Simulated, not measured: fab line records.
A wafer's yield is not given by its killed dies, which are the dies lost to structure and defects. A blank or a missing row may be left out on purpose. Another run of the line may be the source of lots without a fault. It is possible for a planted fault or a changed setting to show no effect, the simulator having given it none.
Which tool did it?	flow berkeley cmos170	Sampling: 14 lots, 42 wafers, 3 of 331 route steps

== WHAT THE GAUGES READ, wafer by wafer ==
UCB170_NWELL_OVL_MEAS_12.
lot	measured	on	NWELL_OVL (nm)
L678	day 2 10:31	overlay-01	5 5 9
L679	day 2 14:19	overlay-01	2 -2 -4
L680	day 2 20:53	overlay-02	2 5 6
L681	day 3 00:12	overlay-02	-6 -9 0
L682	day 3 12:55	overlay-02	-6 -2 9
L683	day 3 12:58	overlay-01	6 7 8
L688	day 4 15:34	overlay-02	-5 -3 -1
L689	day 4 22:23	overlay-02	2 5 -4
L692	day 5 18:02	overlay-01	-16 -11 -18
L695	day 6 01:02	overlay-01	-5 -4 -5
L694	day 6 01:17	overlay-02	-4 4 6
L698	day 6 18:18	overlay-02	-11 -5 -10
L697	day 6 18:32	overlay-01	0 -16 -3
L699	day 6 21:00	overlay-01	2 3 2

UCB170_PWELL_THK_MEAS_06.
lot	measured	on	PWELL_NITRIDE_THK (nm)
L678	day 2 23:16	film metro-02	220.9 220.9 219.6
L679	day 3 05:11	film metro-03	216.7 216.2 218.1
L680	day 3 16:56	film metro-04	218.1 216.8 215.5
L681	day 3 16:56	film metro-03	219.5 219.2 218.3
L682	day 4 05:37	film metro-03	222.8 222.2 224.5
L683	day 4 05:38	film metro-02	219.9 219.1 219.0
L688	day 5 06:28	film metro-02	207.0 207.1 205.9
L689	day 5 17:38	film metro-03	207.4 209.2 208.7
L692	day 6 18:38	film metro-02	218.3 219.5 219.2
L695	day 6 18:40	film metro-03	219.8 219.6 218.4
L694	day 6 18:41	film metro-02	217.6 220.3 220.9
L698	day 7 13:49	film metro-04	218.7 220.0 220.3
L697	day 7 13:48	film metro-02	221.4 222.1 220.9
L699	day 7 13:49	film metro-03	217.1 217.5 215.9

== EACH LOT AND THE TOOL THAT RAN IT (in order: tool; ch and the chambers of the sampled wafers; start) ==
lot	UCB170_PWELL_CVD_05
L678	lpcvd-02 ch 0, day 2 21:18
L679	lpcvd-02 ch 0, day 3 03:16
L680	lpcvd-01 ch 1, day 3 15:01
L681	lpcvd-01 ch 1, day 3 15:01
L682	lpcvd-01 ch 1, day 4 03:42
L683	lpcvd-01 ch 0, day 4 03:42
L688	lpcvd-01 ch 0, day 5 04:32
L689	lpcvd-01 ch 0, day 5 15:41
L692	lpcvd-02 ch 1, day 6 16:43
L695	lpcvd-02 ch 0, day 6 16:43
L694	lpcvd-02 ch 1, day 6 16:43
L698	lpcvd-02 ch 1, day 7 10:55
L697	lpcvd-02 ch 1, day 7 10:55
L699	lpcvd-02 ch 0, day 7 10:55
- UCB170_PWELL_CVD_05: deposits Si3N4 from SiH2Cl2/NH3, target thk 220 nm, time 3300 s.

== WHAT THE TOOLS THEMSELVES READ (means of the sampled wafers that have a number; where no wafer has one, the mark that the record gives instead) ==
UCB170_PWELL_CVD_05.
lot	tool	pressure mtorr (mTorr)
L678	lpcvd-02	200.5
L679	lpcvd-02	199.7
L680	lpcvd-01	200.8
L681	lpcvd-01	200.0
L682	lpcvd-01	200.3
L683	lpcvd-01	199.7
L688	lpcvd-01	160.3
L689	lpcvd-01	159.8
L692	lpcvd-02	200.1
L695	lpcvd-02	199.6
L694	lpcvd-02	200.3
L698	lpcvd-02	199.5
L697	lpcvd-02	199.5
L699	lpcvd-02	199.8

== THE ANSWER, worked out from the rows above alone ==
Rule: usual is defined by the lots themselves. Put in order of their means at a reading, lots are off if they are a third of the lots or fewer, leave a main group of 4 or more, and stand apart from it by a gap of 3 or more times the standard deviation of the main group's means; of several such gaps the widest counts. A main group is skipped when, at the precision printed for the reading in the tables above, its means are all equal. Also off: a lot with no number at a reading for which 4 or more lots have one. The other lots that the step has rows for count as sound. Order of review: gauges by route order, followed by the tools' own readings, for which a lot's mean as printed above is used. The first step at which some lot is off is used, and at that step the reading that is off furthest; a lot without a number counts as furthest.
Off: L688, L689, seen at UCB170_PWELL_THK_MEAS_06 (PWELL_NITRIDE_THK). The main group: mean 219.3 nm, standard deviation 1.8.
A tool fits if, at a process step before that reading, it ran every lot that is off, and no sound lot after the first of them. The gauges at UCB170_PWELL_THK_MEAS_06 aren't tried: what is off there is off at UCB170_PWELL_CVD_05 too, on other tools, and a gauge's error can't cause that. One fits: lpcvd-01 at UCB170_PWELL_CVD_05. Its last sound lot is L682 (day 4 03:42), its first lot that is off L688 (day 5 04:32): a fault that began between those two fits.
The tool's own readings at UCB170_PWELL_CVD_05 bear it out: on the lots that are off they differ by more than 5 times the standard deviation of the sound lots' means. pressure mtorr reads 160.1 mTorr there against 200.0 mTorr on the sound lots.

== WHAT WAS PUT IN BY THE SIMULATOR ==
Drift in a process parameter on lpcvd-01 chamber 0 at UCB170_PWELL_CVD_05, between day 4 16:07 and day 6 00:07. The setting pressure mtorr was moved by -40, starting from 200. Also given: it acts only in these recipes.
Struck lots among those shown: L688, L689. The rule given above showed the same thing.
